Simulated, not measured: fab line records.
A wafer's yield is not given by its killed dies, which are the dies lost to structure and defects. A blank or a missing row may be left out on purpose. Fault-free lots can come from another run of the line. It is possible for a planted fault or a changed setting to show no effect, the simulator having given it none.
fab line records -- flow berkeleyCmos170
record: lots: 14, wafers: 42, lastDay: 11
route steps=331 shown PWELL@40 PFIELD@87 NSD@195
lots that met no fault: from a run of the same line without faults
startH: hours from the record's first day to the start of the lot's first wafer shown -- waitH: how many hours have passed since the lot's step before this one -- " repeats the value in the row above -- L1.1+2: several wafers, shown together as one row -- - either no value or no given start -- * or withheld: withheld -- < > ~ a bound
route shown NAME@n: NAME is a module with steps in the file, n the number in the route of the first one -- usual: mean and standard deviation over wafers with no fault -- same: alike in all rows -- chamber/n: place in a boat -- sites: each site's reading -- _std_site: how widely they spread, as a standard deviation -- _edge_site: mean of outer sites minus mean of inner sites -- radiusMm: how far each site lies from the wafer's centre -- mask NAME#n: copy n -- behind: tool/chamber where the wafer was last shaped -- hold: why the lot was held/for how many hours/how that ended -- device: the n, p or np transistor that did not switch -- end of line: the route-end tests of the same wafers -- for a step that has no rows: nothing shown but its recipe -- killed: at the first sort, the dies lost to defects and structure; wafer yield is something else -- map: shows each die of a wafer: x if killed, . if not, _ if none is there
set.NAME: the setting the step ran with; set.NAME@STEP: the setting that earlier step ran with -- model.NAME: the simulator's own value behind a step, which no gauge read
the route's steps for a sample of lots (tables are steps, rows are wafers)
services: from which hour (startH, from the record's first day; less than 0 if before it) a tool's chamber was out of use, for how many hours, and why
== steps ==
step: UCB170_PWELL_THK_MEAS_06
recipe: reads: Si3N4_of_PWELL_CVD_05
usual: PWELL_NITRIDE_THK: 220.3/2
lot.wafer,tool,chamber,startH,waitH,PWELL_NITRIDE_THK[nm]
L220.1,filmMetro-02,-,45.31,0.0,219.7
L220.4,filmMetro-02,-,45.31,0.0,219.2
L220.5,filmMetro-02,-,45.31,0.0,220.7
L222.1,filmMetro-04,-,54.57,0.0,222.0
L222.3,filmMetro-04,-,54.57,0.0,221.1
L222.4,filmMetro-04,-,54.57,0.0,221.5
L223.1,filmMetro-01,-,60.92,0.0,223.8
L223.2,filmMetro-01,-,60.92,0.0,222.8
L223.5,filmMetro-01,-,60.92,0.0,225.5
L225.2,filmMetro-01,-,71.68,0.1,218.3
L225.3,filmMetro-01,-,71.68,0.1,220.2
L225.5,filmMetro-01,-,71.68,0.1,217.8
L227.2,filmMetro-02,-,77.38,0.0,219.6
L227.3,filmMetro-02,-,77.38,0.0,221.1
L227.4,filmMetro-02,-,77.38,0.0,220.9
L228.2,filmMetro-01,-,93.60,0.0,217.1
L228.4,filmMetro-01,-,93.60,0.0,217.4
L228.5,filmMetro-01,-,93.60,0.0,219.2
L229.2,filmMetro-02,-,103.82,0.0,224.1
L229.4,filmMetro-02,-,103.82,0.0,221.9
L229.5,filmMetro-02,-,103.82,0.0,222.8
L230.2,filmMetro-01,-,103.86,0.1,219.8
L230.3,filmMetro-01,-,103.86,0.1,220.8
L230.4,filmMetro-01,-,103.86,0.1,221.0
L232.2,filmMetro-04,-,111.79,0.0,222.8
L232.5,filmMetro-04,-,111.79,0.0,222.1
L232.6,filmMetro-04,-,111.79,0.0,223.3
L234.1,filmMetro-04,-,123.11,0.0,219.8
L234.3,filmMetro-04,-,123.11,0.0,219.7
L234.6,filmMetro-04,-,123.11,0.0,217.6
L238.2,filmMetro-01,-,136.98,0.0,222.0
L238.4,filmMetro-01,-,136.98,0.0,221.8
L238.5,filmMetro-01,-,136.98,0.0,222.3
L240.2,filmMetro-02,-,144.23,0.0,220.1
L240.4,filmMetro-02,-,144.23,0.0,220.5
L240.6,filmMetro-02,-,144.23,0.0,221.2
L241.1,filmMetro-02,-,151.02,0.0,219.8
L241.3,filmMetro-02,-,151.02,0.0,218.6
L241.4,filmMetro-02,-,151.02,0.0,217.8
L242.2,filmMetro-04,-,157.64,0.0,221.4
L242.4,filmMetro-04,-,157.64,0.0,219.7
L242.5,filmMetro-04,-,157.64,0.0,222.2
step: UCB170_PFIELD_STRIP_08
recipe: chemistry: O2, powerW: 400, pressureMtorr: 3500, platenTempC: withheld, o2FlowSccm: 400, overashFraction: 0.5
usual: drypumpMotorCurrentA: 5.52/0.3, oesProductAu: 0.734/0.0042, stripTimeToEndpointS: 21.66/0.06
lot.wafer,tool,chamber,startH,waitH,drypumpMotorCurrentA,oesProductAu,rfHoursCounterH,stripTimeToEndpointS
L220.1,plasmaAsher-01,1,78.94,0.1,5.25,0.741,37,21.65
L220.4,plasmaAsher-01,1,78.94,0.1,5.25,0.738,-,21.55
L220.5,plasmaAsher-01,1,78.94,0.1,5.21,0.739,-,21.58
L222.1,plasmaAsher-03,1,87.38,0.1,5.49,0.737,35,21.66
L222.3,plasmaAsher-03,0,87.38,0.1,5.17,0.733,-,21.58
L222.4,plasmaAsher-03,1,87.38,0.1,5.49,0.741,-,21.64
L223.1,plasmaAsher-02,0,94.44,0.1,6.18,0.727,30,21.72
L223.2,plasmaAsher-02,1,94.44,0.1,5.60,0.733,30,21.71
L223.5,plasmaAsher-02,0,94.44,0.1,6.15,0.726,-,21.71
L225.2,plasmaAsher-01,0,103.98,0.1,5.70,0.734,40,21.73
L225.3,plasmaAsher-01,1,103.98,0.1,5.24,0.734,-,21.76
L225.5,plasmaAsher-01,0,103.98,0.1,5.71,0.736,-,21.70
L227.2,plasmaAsher-03,0,111.93,0.1,5.22,0.737,38,21.64
L227.3,plasmaAsher-03,0,111.93,0.1,5.23,0.732,-,21.63
L227.4,plasmaAsher-03,1,111.93,0.1,5.53,0.729,-,21.59
L228.2,plasmaAsher-01,1,122.56,0.1,5.25,0.732,42,21.66
L228.4,plasmaAsher-01,0,122.56,0.1,5.69,0.727,-,21.64
L228.5,plasmaAsher-01,0,122.56,0.1,5.67,0.731,-,21.68
L230.2,plasmaAsher-01,1,136.21,0.1,5.24,0.733,45,21.66
L230.3,plasmaAsher-01,1,136.21,0.1,5.25,0.733,-,21.67
L230.4,plasmaAsher-01,0,136.21,0.1,5.69,0.733,-,21.69
L229.2,plasmaAsher-01,1,136.38,0.1,5.26,0.735,45,21.59
L229.4,plasmaAsher-01,0,136.38,0.1,5.73,0.737,-,21.56
L229.5,plasmaAsher-01,0,136.38,0.1,5.68,0.733,-,21.69
L232.2,plasmaAsher-03,1,145.55,0.1,5.50,0.732,43,21.59
L232.5,plasmaAsher-03,1,145.55,0.1,5.51,0.737,-,21.72
L232.6,plasmaAsher-03,0,145.55,0.1,5.21,0.732,-,21.63
L234.1,plasmaAsher-01,0,154.31,0.1,5.70,0.740,47,21.78
L234.3,plasmaAsher-01,0,154.31,0.1,5.73,0.739,-,21.69
L234.6,plasmaAsher-01,1,154.31,0.1,5.23,0.738,-,21.71
L238.2,plasmaAsher-01,1,163.31,0.1,5.24,0.736,48,21.60
L238.4,plasmaAsher-01,1,163.31,0.1,5.24,0.736,-,21.62
L238.5,plasmaAsher-01,0,163.31,0.1,5.70,0.739,-,21.57
L240.2,plasmaAsher-01,1,179.25,0.1,5.23,0.737,50,21.56
L240.4,plasmaAsher-01,0,179.25,0.1,5.74,0.735,-,21.60
L240.6,plasmaAsher-01,0,179.25,0.1,5.71,0.737,-,21.65
L241.1,plasmaAsher-03,0,184.48,0.1,5.23,0.733,47,21.64
L241.3,plasmaAsher-03,0,184.48,0.1,5.20,0.735,-,21.62
L241.4,plasmaAsher-03,1,184.48,0.1,5.50,0.730,-,21.62
L242.2,plasmaAsher-01,0,192.79,0.1,5.70,0.738,51,21.60
L242.4,plasmaAsher-01,1,192.79,0.1,5.24,0.729,-,21.49
L242.5,plasmaAsher-01,0,192.79,0.1,5.69,0.729,-,21.64
step: UCB170_NSD_IMPLANT_08
recipe: species: P, doseCm2: 3e+15, energyKev: 40, tiltDeg: 7
usual: beamOnS: 9.99/0.2, faradayCurrentUA: 9269/180
lot.wafer,tool,chamber,startH,waitH,beamOnS,faradayCurrentUA
L220.1,implanter-02,0,135.36,0.0,9.90,9367
L220.4,implanter-02,0,135.36,0.0,9.78,9437
L220.5,implanter-02,0,135.36,0.0,10.20,9052
L222.1,implanter-02,0,139.93,0.0,10.32,8980
L222.3,implanter-02,0,139.93,0.0,9.95,9325
L222.4,implanter-02,0,139.93,0.0,10.21,9015
L223.1,implanter-04,0,147.34,0.0,10.03,9193
L223.2,implanter-04,0,147.34,0.0,10.29,8989
L223.5,implanter-04,0,147.34,0.0,9.77,9442
L225.2,implanter-02,0,159.66,0.0,9.81,9523
L225.3,implanter-02,0,159.66,0.0,10.28,9033
L225.5,implanter-02,0,159.66,0.0,9.93,9324
L227.2,implanter-04,0,166.54,0.0,10.31,8966
L227.3,implanter-04,0,166.54,0.0,10.18,9058
L227.4,implanter-04,0,166.54,0.0,9.87,9397
L228.2,implanter-01,0,181.47,0.0,9.82,9465
L228.4,implanter-01,0,181.47,0.0,9.86,9398
L228.5,implanter-01,0,181.47,0.0,10.03,9193
L229.2,implanter-04,0,194.29,0.0,9.73,9520
L229.4,implanter-04,0,194.29,0.0,9.93,9363
L229.5,implanter-04,0,194.29,0.0,10.12,9112
L230.2,implanter-01,0,194.29,0.0,9.65,9579
L230.3,implanter-01,0,194.29,0.0,10.40,8909
L230.4,implanter-01,0,194.29,0.0,9.83,9397
L232.2,implanter-04,0,203.13,0.0,9.84,9419
L232.5,implanter-04,0,203.13,0.0,9.66,9567
L232.6,implanter-04,0,203.13,0.0,10.42,8871
L234.1,implanter-01,0,207.27,0.0,9.80,9428
L234.3,implanter-01,0,207.27,0.0,9.93,9349
L234.6,implanter-01,0,207.27,0.0,9.92,9387
L238.2,implanter-04,0,218.38,0.0,7.72,11945
L238.4,implanter-04,0,218.38,0.0,7.59,12192
L238.5,implanter-04,0,218.38,0.0,7.53,12286
L240.2,implanter-04,0,241.14,0.0,7.85,11740
L240.4,implanter-04,0,241.14,0.0,7.67,12093
L240.6,implanter-04,0,241.14,0.0,7.49,12319
L241.1,implanter-02,0,243.03,0.0,9.78,9455
L241.3,implanter-02,0,243.03,0.0,9.75,9481
L241.4,implanter-02,0,243.03,0.0,9.79,9484
L242.2,implanter-01,0,250.61,0.0,10.01,9223
L242.4,implanter-01,0,250.61,0.0,10.31,9032
L242.5,implanter-01,0,250.61,0.0,9.91,9323
step: UCB170_NSD_STRIP_09
recipe: chemistry: O2, powerW: 400, pressureMtorr: 3500, platenTempC: withheld, o2FlowSccm: 400, overashFraction: 0.5
usual: drypumpMotorCurrentA: 5.55/0.3, oesProductAu: 0.534/0.0047, stripTimeToEndpointS: 35.83/0.071
lot.wafer,tool,chamber,startH,waitH,drypumpMotorCurrentA,oesProductAu,rfHoursCounterH,stripTimeToEndpointS
L220.1,plasmaAsher-04,0,135.51,0.1,5.73,0.529,1,35.76
L220.4,plasmaAsher-04,0,135.51,0.1,5.75,0.539,-,35.81
L220.5,plasmaAsher-04,1,135.51,0.1,6.10,0.537,-,35.82
L222.1,plasmaAsher-03,1,140.08,0.1,5.51,0.548,42,35.87
L222.3,plasmaAsher-03,1,140.08,0.1,5.53,0.534,-,35.89
L222.4,plasmaAsher-03,0,140.08,0.1,5.17,0.525,-,35.92
L223.1,plasmaAsher-01,1,147.49,0.1,5.24,0.539,46,35.80
L223.2,plasmaAsher-01,0,147.49,0.1,5.69,0.535,46,35.84
L223.5,plasmaAsher-01,0,147.49,0.1,5.72,0.530,-,35.83
L225.2,plasmaAsher-01,0,159.78,0.1,5.68,0.538,48,35.94
L225.3,plasmaAsher-01,1,159.78,0.1,5.24,0.537,-,35.90
L225.5,plasmaAsher-01,1,159.78,0.1,5.24,0.527,-,35.86
L227.2,plasmaAsher-03,0,166.67,0.1,5.21,0.530,45,35.80
L227.3,plasmaAsher-03,0,166.67,0.1,5.20,0.539,-,35.73
L227.4,plasmaAsher-03,1,166.67,0.1,5.50,0.541,-,35.82
L228.2,plasmaAsher-03,0,181.60,0.1,5.25,0.540,47,35.77
L228.4,plasmaAsher-03,1,181.60,0.1,5.50,0.532,-,35.83
L228.5,plasmaAsher-03,0,181.60,0.1,5.20,0.531,-,35.77
L229.2,plasmaAsher-03,1,194.42,0.1,5.53,0.536,48,35.83
L229.4,plasmaAsher-03,1,194.42,0.1,5.50,0.537,-,35.88
L229.5,plasmaAsher-03,1,194.42,0.1,5.46,0.533,-,35.81
L230.2,plasmaAsher-01,0,194.42,0.1,5.73,0.541,51,35.85
L230.3,plasmaAsher-01,1,194.42,0.1,5.26,0.542,-,35.92
L230.4,plasmaAsher-01,0,194.42,0.1,5.75,0.538,-,35.88
L232.2,plasmaAsher-03,0,203.26,0.1,5.24,0.535,49,35.80
L232.5,plasmaAsher-03,1,203.26,0.1,5.51,0.525,-,35.81
L232.6,plasmaAsher-03,0,203.26,0.1,5.21,0.533,-,35.79
L234.1,plasmaAsher-01,1,207.42,0.1,5.23,0.538,53,35.93
L234.3,plasmaAsher-01,1,207.42,0.1,5.23,0.537,-,35.85
L234.6,plasmaAsher-01,0,207.42,0.1,5.71,0.529,-,35.89
L238.2,plasmaAsher-04,1,218.51,0.1,6.08,0.559,10,33.31
L238.4,plasmaAsher-04,0,218.51,0.1,5.78,0.565,-,33.33
L238.5,plasmaAsher-04,0,218.51,0.1,5.76,0.561,-,33.35
L240.2,plasmaAsher-01,0,241.26,0.1,5.71,0.552,57,33.29
L240.4,plasmaAsher-01,1,241.26,0.1,5.26,0.557,-,33.32
L240.6,plasmaAsher-01,1,241.26,0.1,5.27,0.562,-,33.28
L241.1,plasmaAsher-01,0,243.18,0.1,5.70,0.531,57,35.83
L241.3,plasmaAsher-01,0,243.18,0.1,5.70,0.527,-,35.90
L241.4,plasmaAsher-01,1,243.18,0.1,5.25,0.533,-,35.81
L242.2,plasmaAsher-01,0,250.73,0.1,5.71,0.530,57,35.81
L242.4,plasmaAsher-01,0,250.73,0.1,5.68,0.533,-,35.83
L242.5,plasmaAsher-01,0,250.73,0.1,5.70,0.545,-,35.80
step: UCB170_NSD_TW_MEAS_10
usual: NSD_TW: 4149/27
lot.wafer,tool,chamber,startH,waitH,NSD_TW
L220.1,filmMetro-03,-,135.61,0.1,4150
L220.4,filmMetro-03,-,135.61,0.1,4125
L220.5,filmMetro-03,-,135.61,0.1,4140
L222.1,filmMetro-01,-,140.18,0.1,4172
L222.3,filmMetro-01,-,140.18,0.1,4166
L222.4,filmMetro-01,-,140.18,0.1,4178
L223.1,filmMetro-01,-,147.59,0.1,4202
L223.2,filmMetro-01,-,147.59,0.1,4177
L223.5,filmMetro-01,-,147.59,0.1,4170
L225.2,filmMetro-01,-,159.89,0.1,4174
L225.3,filmMetro-01,-,159.89,0.1,4179
L225.5,filmMetro-01,-,159.89,0.1,4176
L227.2,filmMetro-01,-,166.78,0.1,4158
L227.3,filmMetro-01,-,166.78,0.1,4173
L227.4,filmMetro-01,-,166.78,0.1,4164
L228.2,filmMetro-04,-,181.71,0.1,4115
L228.4,filmMetro-04,-,181.71,0.1,4136
L228.5,filmMetro-04,-,181.71,0.1,4122
L229.2,filmMetro-04,-,194.53,0.1,4171
L229.4,filmMetro-04,-,194.53,0.1,4156
L229.5,filmMetro-04,-,194.53,0.1,4153
L230.2,filmMetro-01,-,194.53,0.1,4179
L230.3,filmMetro-01,-,194.53,0.1,4167
L230.4,filmMetro-01,-,194.53,0.1,4171
L232.2,filmMetro-04,-,203.37,0.1,4129
L232.5,filmMetro-04,-,203.37,0.1,4145
L232.6,filmMetro-04,-,203.37,0.1,4133
L234.1,filmMetro-03,-,207.52,0.1,4108
L234.3,filmMetro-03,-,207.52,0.1,4113
L234.6,filmMetro-03,-,207.52,0.1,4092
L238.2,filmMetro-03,-,218.62,0.1,4011
L238.4,filmMetro-03,-,218.62,0.1,3977
L238.5,filmMetro-03,-,218.62,0.1,4018
L240.2,filmMetro-01,-,241.37,0.1,4059
L240.4,filmMetro-01,-,241.37,0.1,4041
L240.6,filmMetro-01,-,241.37,0.1,4073
L241.1,filmMetro-04,-,243.28,0.1,4161
L241.3,filmMetro-04,-,243.28,0.1,4161
L241.4,filmMetro-04,-,243.28,0.1,4139
L242.2,filmMetro-03,-,250.84,0.1,4128
L242.4,filmMetro-03,-,250.84,0.1,4118
L242.5,filmMetro-03,-,250.84,0.1,4132
step: UCB170_SDANNEAL_RS_MEAS_03
recipe: thkMeasGauge: four-point-probe
usual: NSD_RS: 37.29/0.1
lot.wafer,tool,chamber,startH,waitH,NSD_RS[ohm/sq]
L220.1,filmMetro-04,-,137.18,0.1,37.38
L220.4,filmMetro-04,-,137.18,0.1,37.28
L220.5,filmMetro-04,-,137.18,0.1,37.45
L222.1,filmMetro-03,-,141.41,0.1,37.25
L222.3,filmMetro-03,-,141.41,0.1,37.23
L222.4,filmMetro-03,-,141.41,0.1,37.24
L223.1,filmMetro-04,-,149.33,0.1,37.26
L223.2,filmMetro-04,-,149.33,0.1,37.21
L223.5,filmMetro-04,-,149.33,0.1,37.13
L225.2,filmMetro-03,-,161.17,0.1,37.25
L225.3,filmMetro-03,-,161.17,0.1,37.25
L225.5,filmMetro-03,-,161.17,0.1,37.19
L227.2,filmMetro-04,-,168.39,0.1,37.46
L227.3,filmMetro-04,-,168.39,0.1,37.51
L227.4,filmMetro-04,-,168.39,0.1,37.46
L228.2,filmMetro-01,-,183.14,0.1,37.21
L228.4,filmMetro-01,-,183.14,0.1,37.25
L228.5,filmMetro-01,-,183.14,0.1,37.28
L229.2,filmMetro-03,-,197.77,0.1,37.38
L229.4,filmMetro-03,-,197.77,0.1,37.43
L229.5,filmMetro-03,-,197.77,0.1,37.35
L230.2,filmMetro-04,-,197.77,0.1,37.41
L230.3,filmMetro-04,-,197.77,0.1,37.41
L230.4,filmMetro-04,-,197.77,0.1,37.38
L232.2,filmMetro-03,-,205.57,0.1,37.20
L232.5,filmMetro-03,-,205.57,0.1,37.27
L232.6,filmMetro-03,-,205.57,0.1,37.29
L234.1,filmMetro-04,-,208.74,0.1,37.36
L234.3,filmMetro-04,-,208.74,0.1,37.37
L234.6,filmMetro-04,-,208.74,0.1,37.44
L238.2,filmMetro-03,-,219.88,0.1,42.65
L238.4,filmMetro-03,-,219.88,0.1,42.72
L238.5,filmMetro-03,-,219.88,0.1,42.79
L240.2,filmMetro-01,-,242.59,0.1,42.79
L240.4,filmMetro-01,-,242.59,0.1,42.74
L240.6,filmMetro-01,-,242.59,0.1,42.62
L241.1,filmMetro-03,-,244.65,0.1,37.18
L241.3,filmMetro-03,-,244.65,0.1,37.18
L241.4,filmMetro-03,-,244.65,0.1,37.15
L242.2,filmMetro-01,-,252.27,0.1,37.21
L242.4,filmMetro-01,-,252.27,0.1,37.27
L242.5,filmMetro-01,-,252.27,0.1,37.23
== services ==
tool,chamber,startH,hours,kind
plasmaAsher-01,-,85.99,0.4,repair
implanter-01,-,97.39,6.7,repair
implanter-01,-,105.44,8.3,repair
plasmaAsher-04,-,108.75,9.0,pm
plasmaAsher-04,0,108.75,9.0,ventCycle
plasmaAsher-04,1,108.75,9.0,ventCycle
plasmaAsher-04,0,117.75,-,clean
plasmaAsher-04,1,117.75,-,clean
implanter-04,-,122.36,3.1,repair
implanter-02,-,129.16,3.9,pm
plasmaAsher-04,-,129.53,5.8,repair
plasmaAsher-02,-,130.07,8.0,repair
implanter-04,-,139.50,4.0,repair
plasmaAsher-04,-,222.89,1.3,repair
implanter-01,-,244.95,3.9,repair
== key ==
firstSign: step: UCB170_NSD_IMPLANT_08, reading: faradayCurrentUA, direction: up, sigmas: 15, usual: 9269, struck: 12096
effect: step: UCB170_NSD_IMPLANT_08, reading: beamOnS, direction: down, sigmas: 12, usual: 9.99, struck: 7.64
effect: step: UCB170_NSD_STRIP_09, reading: stripTimeToEndpointS, direction: down, sigmas: 35, usual: *, struck: *
effect: step: UCB170_NSD_TW_MEAS_10, reading: NSD_TW, direction: down, sigmas: 4.4, usual: 4149, struck: 4030
effect: step: UCB170_SDANNEAL_RS_MEAS_03, reading: NSD_RS, direction: up, sigmas: 52, usual: 37.29, struck: 42.72
metAt UCB170_NSD_IMPLANT_08
struckLots L238,L240
testerLeftOut L238,L240
notActingAt UCB170_PWELL_THK_MEAS_06,UCB170_PFIELD_STRIP_08
onsetBetween 203.13 218.38
fault: kind: processParameterDrift, tool: implanter-04, chamber: -, onsetH: 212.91, steps: UCB170_NSD_IMPLANT_08, channel: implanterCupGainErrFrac, offset: 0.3, shape: step, endH: 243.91
testerLeftOut: of these lots the tester's yield and bins aren't shown, on N5 and GAA mostly nor the transistor test; their killed dies are dies lost to structure and defects alone, not to doping, threshold or leakage, so they don't give the yield
